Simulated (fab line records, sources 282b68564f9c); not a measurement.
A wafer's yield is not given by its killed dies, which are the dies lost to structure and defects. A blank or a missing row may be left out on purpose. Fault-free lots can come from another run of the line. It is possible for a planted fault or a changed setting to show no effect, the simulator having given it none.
Chamber matching ; flow ritCmos ; RIT_ACTIVE_ETCH_13 on rieDiel-04 has 4 sister chambers
The step etches Si3N4 in SF6, stops on SiO2, time 210 s, target depth 210 nm. 4 wafers are shown with their chamber, then 7 later ones without.

== WAFERS WITH THEIR CHAMBER ==
wafer;chamber;drypumpMotorCurrentA (A)
L641.3;2;5.4
L644.3;0;5.1
L644.5;3;6.3
L645.5;1;6.1

== WAFERS WITHOUT THEIR CHAMBER ==
wafer;drypumpMotorCurrentA (A)
L645.6;5.4
L648.3;6.2
L648.4;5.4
L648.6;5.4
L651.3;6.2
L651.4;6.1
L651.6;6.1

== EACH ONE'S CHAMBER ==
wafer;from the rows above;in truth
L645.6;2;2
L648.3;can't be placed: 3 or 1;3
L648.4;2;2
L648.6;2;2
L651.3;can't be placed: 3 or 1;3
L651.4;1;1
L651.6;1;1
5 of 7 placed correctly. These rows do not allow placing 2 (true chamber among the candidates in 2). Wrongly placed: 0.
How it was worked out, from the rows above alone: a wafer's distance from a chamber is the root of the sum, over the readings, of the square of ((its reading less the chamber's mean) divided by the reading's scatter). If the next closest chamber is less than 2 further off than the closest, the wafer can't be placed; otherwise it belongs to the closest. The mean given for a chamber averages the wafers shown for that chamber. The scatter (one wafer shown for each chamber): square how far every hidden wafer sits from the nearest shown wafer, average those squares and take the square root.
